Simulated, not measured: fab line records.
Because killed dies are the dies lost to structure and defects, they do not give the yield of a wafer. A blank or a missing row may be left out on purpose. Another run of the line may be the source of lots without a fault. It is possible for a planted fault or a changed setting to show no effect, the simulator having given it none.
Which tool is to blame? / flow rit_cmos / 6 lots with 18 wafers sampled at 2 steps, on a route of 202 steps

## WHAT THE GAUGES READ, wafer by wafer
RIT_M1_RS_MEAS_01: uses a four-point probe to measure.
lot=L285; measured=day 3 18:54; on=film_metro-02; M1_AL_RS (ohm/sq)=0.0734 0.0748 0.0739
lot=L291; measured=day 4 17:38; on=film_metro-02; M1_AL_RS (ohm/sq)=0.0724 0.0724 0.0655
lot=L298; measured=day 6 06:17; on=film_metro-01; M1_AL_RS (ohm/sq)=0.0728 0.0737 0.0743
lot=L302; measured=day 7 02:40; on=film_metro-01; M1_AL_RS (ohm/sq)=0.0740 0.0726 0.0732
lot=L305; measured=day 7 17:40; on=film_metro-02; M1_AL_RS (ohm/sq)=0.0724 0.0722 0.0728
lot=L307; measured=day 8 04:56; on=film_metro-03; M1_AL_RS (ohm/sq)=0.0749 0.0729 0.0727

## TOOL THAT RAN EACH LOT (tool first, then ch and the chambers of the sampled wafers, then the start)
lot=L285; RIT_M1_SPUTTER_00=pvd_sputter-04, day 3 18:36
lot=L291; RIT_M1_SPUTTER_00=pvd_sputter-04, day 4 17:20
lot=L298; RIT_M1_SPUTTER_00=pvd_sputter-02, day 6 05:58
lot=L302; RIT_M1_SPUTTER_00=pvd_sputter-02, day 7 02:20
lot=L305; RIT_M1_SPUTTER_00=pvd_sputter-04, day 7 17:22
lot=L307; RIT_M1_SPUTTER_00=pvd_sputter-04, day 8 04:38
- RIT_M1_SPUTTER_00: material Al, target thk 400 nm, time 500 s.

## THE ANSWER, worked out from the rows above alone
Rule: the usual values come from the lots themselves. Put in order of their means at a reading, lots are off if they are a third of the lots or fewer, leave a main group of 4 or more, and stand apart from it by a gap of 3 or more times the standard deviation of the main group's means; of several such gaps the widest counts. Not used: any main group whose means are identical at the precision the tables above print for the reading. Also off: a lot with no number at a reading for which 4 or more lots have one. Where the step has rows for the other lots, those lots are counted as sound.
Off: at RIT_M1_RS_MEAS_01 (M1_AL_RS), L291. The main group has a mean of 0.0734 ohm/sq with a standard deviation of 0.00052.
A tool fits if, at a process step before that reading, it ran every lot that is off, and no sound lot after the first of them. Gauges at RIT_M1_RS_MEAS_01: tried the same way as those tools. None of those tried fits.

## WHAT THE SIMULATOR PUT IN
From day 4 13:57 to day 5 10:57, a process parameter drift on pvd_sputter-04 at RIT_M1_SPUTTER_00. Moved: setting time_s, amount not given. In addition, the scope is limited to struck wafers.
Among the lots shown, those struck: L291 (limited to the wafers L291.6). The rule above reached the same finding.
